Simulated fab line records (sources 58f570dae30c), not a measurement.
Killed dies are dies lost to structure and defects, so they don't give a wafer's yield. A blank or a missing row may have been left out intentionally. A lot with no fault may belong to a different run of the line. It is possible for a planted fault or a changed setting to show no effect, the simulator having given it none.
Problem report, 8D (eight disciplines) form, completed by code ; flow berkeley_cmos170 ; the parts of the form that need people (team, actions taken, sign-off) are left out

== 1. THE ISSUE ==
Wafers without a fault read 100.01 C, standard deviation 0.12; prime_temp_c at UCB170_M3_HMDS_04 reads a mean of 103.70 C on 6 wafers belonging to 2 lots. That is +31 standard deviations from the usual mean.
The step: prime time 60 s.
Seen first at day 12 05:07 on litho_track-02, wafer L498.1. The record holds 42 wafers of 14 lots with a number at this step. Rule for "out" (also "out of limits"): further than 4 standard deviations from the usual mean. Any other wafer with a number is counted as sound.

== 2. WHAT IT IS; WHAT IT IS NOT ==
question;is;is not
which readings at this step;prime_temp_c;-
which lots;L498, L501;L479, L481, L482, L484, L486, L491, L492, L494, L495, L496, L499, L500
which wafers of those lots;all that have a number;-
read on which tools;litho_track-02;litho_track-01, litho_track-03
when;from day 12 05:07;"up to then (30 sound wafers); but 6 sound wafers of L499, L500 came after"

== 3. SUSPECTS, AND WHAT RULES EACH OUT ==
Counting: a tool at any process step up to the reading remains a suspect when it ran all the lots that are out and ran no sound lot after the first of those.
- litho_track-02 at UCB170_M3_HMDS_04 (prime time 60 s): kept. It ran every lot that is out, first L498 (day 12 05:07), and no sound lot after that; its last sound lot up to then is L496 (day 11 09:20). Its own prime_temp_c readings are out on those wafers.
Remaining after the count: litho_track-02 at UCB170_M3_HMDS_04.

== 4. THE CAUSE (what the simulator had put in) ==
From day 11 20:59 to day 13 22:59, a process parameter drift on litho_track-02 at UCB170_M3_HMDS_04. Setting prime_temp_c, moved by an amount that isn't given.
The count eliminated every tool but this one.

== 5. THE EFFECT CHAIN, in route order ==
Each row: a reading whose mean over the struck wafers that have a number lies more than 3 standard deviations from the usual. Scope: only readings with a usual standard deviation given in the record; hours: median across lots of the time from each lot's start at the first step in this table that gives one to its start at this step; sigmas: change in usual standard deviations.
hours;step;reading;usual;on struck wafers;change;sigmas
0;UCB170_M3_HMDS_04;prime_temp_c;100.01 C;103.70;+3.69;+31
Its process steps:
- UCB170_M3_HMDS_04: prime time 60 s.

== 6. WHAT WOULD HAVE CAUGHT IT SOONER ==
The fault began at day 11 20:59; the first out-of-limits reading in this record came at day 12 05:07, 8 hours later.
